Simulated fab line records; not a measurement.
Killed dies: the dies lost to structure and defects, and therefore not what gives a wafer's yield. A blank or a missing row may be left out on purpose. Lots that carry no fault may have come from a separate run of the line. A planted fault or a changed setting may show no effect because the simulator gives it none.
A struck lot beside a sound one -- flow rit_cmos -- 44 steps out of a route of 202
Sound: wafers L623.3, L623.4, L623.5. Struck: wafers L630.1, L630.2, L630.3. The cause is given at the end.
Each step with rows lists, per side, the tool, then ch with its chambers, then its first start. Under that, the readings that differ: sound wafers -- struck wafers -- difference of the means -- sigmas: that difference in standard deviations of wafers without a fault.
alike: readings whose means differ by less than 2 such deviations, and words and numbers that are the same on both sides. not compared: withheld readings, readings that some wafer has no value for, bounds like >300 that may hide the same value, and numbers for which the record gives no deviation and whose values overlap.
The two part at a step that has a row with sigmas, a row that says differs or no value, or rows on one side only. When numbers do not overlap yet have no deviation, they are printed without sigmas and do not part them. A reading that every wafer of one side lacks parts them only if that side has two wafers or more.

first, 1 step without rows for these wafers: RIT_PRETRO_IMPLANT_08.
RIT_PRETRO_STRIP_09: strips in O2, time 180 s.
  sound on plasma_asher-01 ch 0,1, day 2 22:33; struck on plasma_asher-04 ch 0,1, day 4 11:03
  alike: drypump_motor_current_A, rf_refl_power_W
  not compared: rf_hours_counter_h
RIT_PRETRO_TW_MEAS_10:
  sound on film_metro-02, day 2 22:41; struck on film_metro-04, day 4 11:14
reading,sound,struck,difference,sigmas
PRETRO_TW,484 482 481,474 472 473,-9,-3
then, 5 steps without rows for these wafers: RIT_GATE_WET_ETCH_00 (etches SiO2 in BOE, target depth 56 nm, time 60 s); RIT_GATE_CLEAN_01 (cleans in SC1, time 600 s); RIT_GATE_CLEAN_02 (cleans in dHF, time 30 s); RIT_GATE_CLEAN_03 (cleans in SC2, time 600 s); RIT_GATE_CLEAN_04 (cleans in dHF, time 60 s).
RIT_FOX2_THK_MEAS_91:
  sound on film_metro-02, day 2 23:10; struck on film_metro-04, day 4 11:43
  alike: FIELD_OXIDE_LEFT_2_THK
then, 2 steps without rows for these wafers: RIT_GATE_OXIDATION_05 (target thk 3 nm, ox time 270 s); RIT_GATE_ANNEAL_06 (time 600 s).
RIT_GATE_THK_MEAS_07:
  sound on film_metro-03, day 3 00:33; struck on film_metro-04, day 4 13:07
  alike: GATE_OXIDE_THK
RIT_GATE_CVD_08: deposits poly-Si from SiH4, target thk 250 nm, time 2220 s.
  sound on lpcvd-02 ch 1, day 3 00:35; struck on lpcvd-02 ch 0, day 4 13:10
reading,sound,struck,difference,sigmas
model.poly-Si_of_GATE_CVD_08.thk_nm (nm),251.7 255.1 255.8,120.5 118.6 118.4,-135.0,
RIT_GATE_THK_MEAS_09:
  sound on film_metro-02, day 3 02:14; struck on film_metro-02, day 4 14:47
reading,sound,struck,difference,sigmas
GATE_POLY_THK (nm),251.8 255.0 255.8,120.4 118.7 118.4,-135.0,-59
then, 6 steps without rows for these wafers: RIT_GATE_HMDS_10 (prime time 60 s); RIT_GATE_COAT_11 (resist thk 850 nm); RIT_GATE_SOFTBAKE_12 (time 60 s); RIT_GATE_EXPOSE_13 (exposes mask M6, target cd 150 nm); RIT_GATE_PEB_14; RIT_GATE_DEVELOP_15 (develop time 50 s).
RIT_GATE_CD_MEAS_16 targets a cd of 150 nm.
  sound on cd_sem-02, day 3 03:17; struck on cd_sem-02, day 4 15:49
  alike: cd_nm
RIT_GATE_OVL_MEAS_17:
  sound on overlay-01, day 3 03:22; struck on overlay-02, day 4 15:56
  alike: GATE_OVL
then, 1 step without rows for these wafers: RIT_GATE_HARDBAKE_18 (time 60 s).
RIT_GATE_ETCH_19: etches poly-Si in SF6/CHF3/O2, stops on SiO2, time 165 s, target depth 312.5 nm.
  sound on rie_si-01 ch 2,3, day 3 03:33; struck on rie_si-02 ch 0,1,3, day 4 16:08
reading,sound,struck,difference,sigmas
oes_product_au (a.u.),0.854 0.870 0.882,0.525 0.530 0.540,-0.337,-22
model.etch.depth_nm (nm),251.7 255.1 255.8,120.5 118.6 118.4,-135.0,
model.GATE.feature_depth_nm (nm),251.7 255.1 255.8,120.5 118.6 118.4,-135.0,
  alike: drypump_motor_current_A, throttle_valve_pct
  not compared: rf_hours_counter_h
RIT_GATE_STRIP_20: strips in O2, time 180 s.
  sound on plasma_asher-02 ch 0,1, day 3 03:43; struck on plasma_asher-01 ch 0,1, day 4 16:14
  alike: drypump_motor_current_A, rf_refl_power_W
  not compared: rf_hours_counter_h
RIT_GATE_CD_MEAS_90 targets a cd of 150 nm.
  sound on cd_sem-01, day 3 03:52; struck on cd_sem-01, day 4 16:25
  alike: cd_nm
then, 4 steps without rows for these wafers: RIT_REOX_CLEAN_00 (cleans in SC1, time 600 s); RIT_REOX_CLEAN_01 (cleans in dHF, time 30 s); RIT_REOX_CLEAN_02 (cleans in SC2, time 600 s); RIT_REOX_OXIDATION_03 (target thk 25.2 nm, ox time 5580 s).
RIT_REOX_THK_MEAS_04:
  sound on film_metro-04, day 3 06:53; struck on film_metro-04, day 4 20:22
  alike: REOX_OXIDE_THK
then, 6 steps without rows for these wafers: RIT_NLDD_HMDS_00 (prime time 60 s); RIT_NLDD_COAT_01 (resist thk 1000 nm); RIT_NLDD_SOFTBAKE_02 (time 60 s); RIT_NLDD_EXPOSE_03 (exposes mask M7, target cd 40700 nm); RIT_NLDD_PEB_04; RIT_NLDD_DEVELOP_05 (develop time 50 s).
RIT_NLDD_OVL_MEAS_06:
  sound on overlay-01, day 3 07:47; struck on overlay-01, day 4 21:17
  alike: NLDD_OVL
then, 2 steps without rows for these wafers: RIT_NLDD_HARDBAKE_07 (time 60 s); RIT_NLDD_IMPLANT_08.
RIT_NLDD_STRIP_09: strips in O2, time 180 s.
  sound on plasma_asher-02 ch 0,1, day 3 08:10; struck on plasma_asher-04 ch 0,1, day 4 21:43
  alike: drypump_motor_current_A, rf_refl_power_W
  not compared: rf_hours_counter_h
RIT_NLDD_TW_MEAS_10:
  sound on film_metro-02, day 3 08:19; struck on film_metro-01, day 4 21:54
  alike: NLDD_TW
RIT_SDANNEAL_CLEAN_02: cleans in SC2, time 600 s.
  sound on wet_bench-01 ch 3, day 3 15:45; struck on wet_bench-01 ch 3, day 5 05:16
reading,sound,struck,difference,sigmas
model.poly-Si_of_GATE_CVD_08.thk_nm (nm),164.8 167.3 167.6,32.77 32.19 32.13,-134.20,
RIT_M1_PROBE_99:
  sound on prober-02, day 3 23:41; struck on prober-01, day 5 13:32
  alike: killed_at_front_end, killed_dies, killed_open, killed_short

WHERE THEY PART
Last at RIT_GATE_ETCH_19 as far as this record goes, first at RIT_PRETRO_TW_MEAS_10. Later steps at which nothing parts them and some readings are alike: RIT_GATE_STRIP_20, RIT_GATE_CD_MEAS_90, RIT_REOX_THK_MEAS_04, RIT_NLDD_OVL_MEAS_06, RIT_NLDD_STRIP_09, RIT_NLDD_TW_MEAS_10, RIT_M1_PROBE_99.

WHY: what the simulator had put in
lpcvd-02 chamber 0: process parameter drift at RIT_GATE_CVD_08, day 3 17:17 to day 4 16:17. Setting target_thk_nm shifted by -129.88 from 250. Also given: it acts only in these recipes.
